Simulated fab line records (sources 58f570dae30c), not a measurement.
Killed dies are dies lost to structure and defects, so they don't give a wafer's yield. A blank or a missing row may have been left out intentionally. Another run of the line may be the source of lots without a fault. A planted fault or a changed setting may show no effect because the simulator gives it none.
The same fault as seen by 2 desks	flow berkeley-cmos170	only its own numbers are on each desk; what lay behind them is given at the end

## DESK OF THE TOOL OWNER: plasma-asher-04
The tool's own readings at UCB170_PSD_STRIP_09 (strips in O2): means of the sampled wafers that have a number, for each lot that ran on this tool. Any lot whose mean is over 4 standard deviations away from the usual mean is out of limits and marked OUT; that distance is given in the brackets.
Columns: A = drypump-motor-current-A at UCB170_PSD_STRIP_09, usual 5.9 A; B = oes-product-au at UCB170_PSD_STRIP_09, usual 0.603 a.u.; C = strip-time-to-endpoint-s at UCB170_PSD_STRIP_09, usual 29.24 s
lot	first seen here	A	B	C
L860	day 7 04:17	6.1	0.604	29.29
L868	day 9 05:09	5.6	0.603	29.20
L873	day 10 11:13	5.6	0.442 (-35) OUT	-
This desk's finding: out of limits on L873; first on L873, day 10 11:13 (oes-product-au at UCB170_PSD_STRIP_09). In limits: L860, L868.

## METROLOGY DESK
Lot by lot, what the gauges showed, no matter which tool ran the lot: averages of those sampled wafers that carry a number. Any lot whose mean is over 4 standard deviations away from the usual mean is out of limits and marked OUT; that distance is given in the brackets.
Columns: A = NSD_TW at UCB170_NSD_TW_MEAS_10, usual 4155
lot	first seen here	A
L859	day 7 05:49	4134
L860	day 7 06:01	4118
L861	day 8 04:41	4221
L863	day 8 10:28	4163
L864	day 8 10:43	4122
L868	day 9 07:20	4093
L869	day 9 10:41	4118
L871	day 9 11:26	4106
L873	day 10 13:13	30 (-84) OUT
L877	day 10 19:22	4250
L874	day 10 19:55	4262
L879	day 11 16:10	4150
L881	day 11 23:55	4131
This desk finds L873 out of limits, with the earliest case on L873 at day 10 13:13 (NSD_TW at UCB170_NSD_TW_MEAS_10). In limits: L859, L860, L861, L863, L864, L868, L869, L871, L877, L874, L879, L881.

## PUT TOGETHER
On L873, at day 10 11:13, an alarm was possible from the tool owner's desk.
L873 would have let the metrology desk raise an alarm at day 10 13:13.
The lots listed all ran UCB170_PSD_STRIP_09 on plasma-asher-04.

## WHAT THE SIMULATOR PUT IN
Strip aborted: plasma-asher-04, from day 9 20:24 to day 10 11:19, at UCB170_PSD_STRIP_09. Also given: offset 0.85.
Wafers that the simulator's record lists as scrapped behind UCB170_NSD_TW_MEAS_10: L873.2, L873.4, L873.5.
Lots struck among those shown: L873.
Fault start to first reading out of limits, in hours, per desk: tool owner, 15; metrology, 17.
